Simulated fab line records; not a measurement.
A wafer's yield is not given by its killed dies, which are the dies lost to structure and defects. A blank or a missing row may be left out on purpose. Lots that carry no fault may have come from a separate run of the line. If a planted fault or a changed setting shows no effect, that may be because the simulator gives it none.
Problem report, 8D (eight disciplines) form, completed by code / flow ritCmos / the parts of the form that need people (team, actions taken, sign-off) are left out

## 1. PROBLEM STATEMENT
tiltDeg at RIT_NSD_IMPLANT_08 reads a mean of 12.238 degrees on 9 wafers of 3 lots; wafers without a fault read 6.999 degrees with a standard deviation of 0.02. That is +99 or more standard deviations from the usual mean.
First seen on wafer L890.3, day 4 17:04, on implanter-01. At this step, 45 wafers from 15 lots have a number in the record. The rule behind "out" and "out of limits": a value lying over 4 standard deviations away from the usual mean. All remaining wafers that have a number are taken as sound.

## 2. WHAT IT IS, WHAT IT ISN'T
question=which readings at this step | is=tiltDeg | is not=-
question=which lots | is=L890, L894, L896 | is not=L883, L884, L885, L886, L887, L888, L892, L900, L901, L903, L904, L905
question=which wafers of those lots | is=all that have a number | is not=-
question=read on which tools | is=implanter-01 | is not=implanter-02, implanter-04
question=when | is=from day 4 17:04 | is not=up to then (18 sound wafers); but 18 sound wafers of L892, L900, L901, L903, L904, L905 came after

## 3. THE SUSPECTS, EACH WITH WHAT RULES IT OUT
Counting: a tool stays on the suspect list if, at a process step up to the reading, it processed all lots that are out and no sound lot following the first of them.
- implanter-01 at RIT_NSD_IMPLANT_08: kept. All lots that are out passed through it, beginning with L890 at day 4 17:04, and no sound lot followed; its final sound lot before that point was L888 at day 4 08:59. On those wafers its own readings are out: tiltDeg.
The count leaves implanter-01 at RIT_NSD_IMPLANT_08.

## 4. THE CAUSE (what the simulator had put in)
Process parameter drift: implanter-01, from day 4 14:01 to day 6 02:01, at RIT_NSD_IMPLANT_08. The setting tiltDeg was moved by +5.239, starting from 7. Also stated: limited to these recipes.
Counting left only this tool.

## 5. THE CHAIN OF EFFECTS, in route order
One row per reading whose mean, taken over the struck wafers that have a number, lies over 3 standard deviations from the usual. Readings are gone through only where the record gives a usual standard deviation; hours: the median, over the lots, of the time from a lot's start at the first step in this table giving one to that lot's start at this step; sigmas: the change measured in usual standard deviations.
hours=0; step=RIT_NSD_IMPLANT_08; reading=tiltDeg; usual=6.999 degrees; on struck wafers=12.238; change=+5.239; sigmas=+99 or more
Its process steps:
- RIT_NSD_IMPLANT_08
Readings that are blank on the struck wafers while sound wafers have them: NSD_RS at RIT_SDANNEAL_RS_MEAS_05.

## 6. HOW IT WOULD HAVE BEEN CAUGHT EARLIER
The fault began at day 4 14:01; the first out-of-limits reading in this record came at day 4 17:04, 3 hours later.
